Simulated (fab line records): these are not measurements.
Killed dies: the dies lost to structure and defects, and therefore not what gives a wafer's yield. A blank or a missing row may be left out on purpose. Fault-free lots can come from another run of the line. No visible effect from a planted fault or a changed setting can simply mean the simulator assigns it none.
Which tool was responsible?    flow rit cmos    39 wafers from 13 lots sampled at 2 of the route's 202 steps

== WHAT THE GAUGES READ, wafer by wafer ==
RIT_GATE_CD_MEAS_16: target cd 150 nm.
lot   measured     on         cd nm (nm)
L583  day 3 09:34  cd sem-02  147 146 148
L582  day 3 09:49  cd sem-01  149 145 147
L584  day 3 16:34  cd sem-02  145 147 146
L589  day 4 08:31  cd sem-02  198 196 196
L588  day 4 10:07  cd sem-02  149 152 151
L595  day 5 11:43  cd sem-01  144 144 144
L597  day 5 22:32  cd sem-01  145 149 147
L598  day 6 01:31  cd sem-01  149 146 149
L599  day 6 08:01  cd sem-01  145 145 144
L600  day 6 12:30  cd sem-01  152 152 153
L601  day 6 19:09  cd sem-01  148 146 146
L603  day 7 07:10  cd sem-01  156 153 154
L604  day 7 12:01  cd sem-01  147 150 150

== TOOL THAT RAN EACH LOT (tool first, then ch and the chambers of the sampled wafers, then the start) ==
lot   RIT_GATE_EXPOSE_13
L583  iline stepper-01 ch 0, day 3 09:10
L582  iline stepper-02 ch 0, day 3 09:25
L584  iline stepper-01 ch 0, day 3 15:57
L589  iline stepper-01 ch 0, day 4 07:54
L588  iline stepper-01 ch 0, day 4 09:43
L595  iline stepper-02 ch 0, day 5 11:14
L597  iline stepper-01 ch 0, day 5 22:08
L598  iline stepper-02 ch 0, day 6 01:07
L599  iline stepper-02 ch 0, day 6 07:37
L600  iline stepper-01 ch 0, day 6 12:06
L601  iline stepper-02 ch 0, day 6 18:45
L603  iline stepper-02 ch 0, day 7 06:43
L604  iline stepper-01 ch 0, day 7 11:37
- RIT_GATE_EXPOSE_13: exposes mask M6, target cd 150 nm.

== WHAT THE TOOLS THEMSELVES READ (means of the sampled wafers that have a number; where no wafer has one, the mark that the record gives instead) ==
The record holds no such reading with a usual standard deviation.

== THE ANSWER, worked out from the rows above alone ==
Rule: usual is defined by the lots themselves. Put in order of their means at a reading, lots are off if they are a third of the lots or fewer, leave a main group of 4 or more, and stand apart from it by a gap of 3 or more times the standard deviation of the main group's means; of several such gaps the widest counts. If all means in a main group match to the digits the tables above print for the reading, that group is not used. A lot without any number at a reading at which 4 lots or more have one is off too. All remaining lots with rows at the step are treated as sound. After the gauges, taken in route order, come the tools' own readings; for these a lot's mean is taken, as printed above. At the first step where some lot is off, the reading lying furthest off is the one used; lots without a number count as furthest.
Off at RIT_GATE_CD_MEAS_16 (cd nm): L589. The main group has a mean of 148 nm with a standard deviation of 2.9.
A tool fits if, at a process step before that reading, it ran every lot that is off, and no sound lot after the first of them. Gauges at RIT_GATE_CD_MEAS_16: tried the same way as those tools. Not one of the candidates tried fits.

== WHAT THE SIMULATOR HAD PUT IN ==
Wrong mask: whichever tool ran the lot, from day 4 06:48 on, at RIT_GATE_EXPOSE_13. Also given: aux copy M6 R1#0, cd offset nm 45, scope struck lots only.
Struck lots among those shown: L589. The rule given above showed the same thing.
